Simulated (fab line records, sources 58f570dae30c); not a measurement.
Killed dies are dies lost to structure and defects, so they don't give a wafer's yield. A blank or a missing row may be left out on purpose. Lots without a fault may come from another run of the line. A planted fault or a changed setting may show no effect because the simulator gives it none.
Tool commonality check | flow berkeley_cmos170 | 14 lots, 48 wafers sampled

WHY IT WAS OPENED
At UCB170_PLDD_TW_MEAS_11 the reading PLDD_TW is flagged on 2 of 14 lots. Wafers without a fault read 1008, standard deviation 5.3.
Rule: a lot is flagged when every wafer of it that has a number lies more than 4 standard deviations from that mean, or none has a number. The other lots count as sound.

lot  | measured     | on            | PLDD_TW, wafer by wafer | flag
L589 | day 8 06:14  | film_metro-04 | 1009 1007 1004          |
L590 | day 8 12:37  | film_metro-04 | 1007 1007 1004          |
L591 | day 8 13:22  | film_metro-03 | 1011 1011 1013          |
L592 | day 9 03:13  | film_metro-04 | 1005 1002 1006          |
L595 | day 9 22:38  | film_metro-03 | 1012 1006 1005          |
L594 | day 9 23:15  | film_metro-01 | 1008 1011 1013          |
L600 | day 10 13:02 | film_metro-04 | 1001 995 1004           |
L597 | day 10 13:46 | film_metro-04 | 1003 996 1000           |
L603 | day 11 01:02 | film_metro-04 | 30 30 30 30 30 30       | FLAGGED
L602 | day 11 01:11 | film_metro-04 | 30 30 30 30 30 30       | FLAGGED
L601 | day 11 01:20 | film_metro-01 | 1018 1015 1012          |
L607 | day 11 10:31 | film_metro-01 | 1016 1017 1016          |
L611 | day 12 18:15 | film_metro-03 | 1009 1005 1005          |
L612 | day 12 18:48 | film_metro-04 | 1008 1006 1009          |
The numbers of the flagged lots are 30 on average: -978 against the usual, or -99 or more standard deviations.

WHICH TOOL RAN EACH LOT
The record holds 2 process steps before the reading, out of a route of 331 steps. In each cell: the tool, then ch and the chambers that the sampled wafers went through, then the start.
lot  | flag    | UCB170_GATE_STRIP_16                 | UCB170_PLDD_STRIP_10
L589 |         | plasma_asher-04 ch 0,1, day 8 03:30  | plasma_asher-01 ch 0,1, day 8 06:08
L590 |         | plasma_asher-01 ch 0,1, day 8 10:35  | plasma_asher-03 ch 0,1, day 8 12:31
L591 |         | plasma_asher-04 ch 0,1, day 8 10:52  | plasma_asher-01 ch 0,1, day 8 13:16
L592 |         | plasma_asher-02 ch 0,1, day 9 00:22  | plasma_asher-01 ch 0,1, day 9 03:06
L595 |         | plasma_asher-04 ch 0,1, day 9 20:39  | plasma_asher-03 ch 0,1, day 9 22:32
L594 |         | plasma_asher-04 ch 0,1, day 9 21:10  | plasma_asher-01 ch 0,1, day 9 23:10
L600 |         | plasma_asher-01 ch 0,1, day 10 11:11 | plasma_asher-01 ch 0,1, day 10 12:56
L597 |         | plasma_asher-02 ch 0, day 10 11:18   | plasma_asher-01 ch 0,1, day 10 13:39
L603 | FLAGGED | plasma_asher-02 ch 0,1, day 10 20:19 | plasma_asher-01 ch 0,1, day 11 00:57
L602 | FLAGGED | plasma_asher-04 ch 0,1, day 10 20:01 | plasma_asher-03 ch 0,1, day 11 01:05
L601 |         | plasma_asher-04 ch 0,1, day 10 20:37 | plasma_asher-01 ch 0, day 11 01:13
L607 |         | plasma_asher-04 ch 0,1, day 11 07:52 | plasma_asher-03 ch 0,1, day 11 10:24
L611 |         | plasma_asher-04 ch 0,1, day 12 14:29 | plasma_asher-03 ch 0,1, day 12 18:09
L612 |         | plasma_asher-01 ch 0,1, day 12 14:59 | plasma_asher-03 ch 0,1, day 12 18:42
What these steps do:
- UCB170_GATE_STRIP_16: strips in O2.
- UCB170_PLDD_STRIP_10: strips in O2.
- UCB170_PLDD_TW_MEAS_11

FLAGGED OVER TOTAL, TOOL BY TOOL (the gauges that took the reading come last)
step                   | tool            | lots run | flagged | share of the flagged lots | sound lots run after its first flagged lot
UCB170_GATE_STRIP_16   | plasma_asher-01 | 3        | 0       | none                      | -
UCB170_GATE_STRIP_16   | plasma_asher-02 | 3        | 1       | some                      | 0
UCB170_GATE_STRIP_16   | plasma_asher-04 | 8        | 1       | some                      | 3 (L601,L607,L611)
UCB170_PLDD_STRIP_10   | plasma_asher-01 | 8        | 1       | some                      | 1 (L601)
UCB170_PLDD_STRIP_10   | plasma_asher-03 | 6        | 1       | some                      | 3 (L607,L611,L612)
UCB170_PLDD_TW_MEAS_11 | film_metro-01   | 3        | 0       | none                      | -
UCB170_PLDD_TW_MEAS_11 | film_metro-03   | 3        | 0       | none                      | -
UCB170_PLDD_TW_MEAS_11 | film_metro-04   | 8        | 2       | all                       | 1 (L612)

WHAT THE TABLE ALLOWS
1 row of the table ran every flagged lot: film_metro-04 at UCB170_PLDD_TW_MEAS_11.
- film_metro-04 at UCB170_PLDD_TW_MEAS_11: 2 of its 8 lots flagged. Sound lots ran on it after the first flagged one (L612), which a lasting fault on the whole tool wouldn't allow.
No row of the table ran every flagged lot and no sound lot after the first.

WHAT THE SIMULATOR HAD PUT IN
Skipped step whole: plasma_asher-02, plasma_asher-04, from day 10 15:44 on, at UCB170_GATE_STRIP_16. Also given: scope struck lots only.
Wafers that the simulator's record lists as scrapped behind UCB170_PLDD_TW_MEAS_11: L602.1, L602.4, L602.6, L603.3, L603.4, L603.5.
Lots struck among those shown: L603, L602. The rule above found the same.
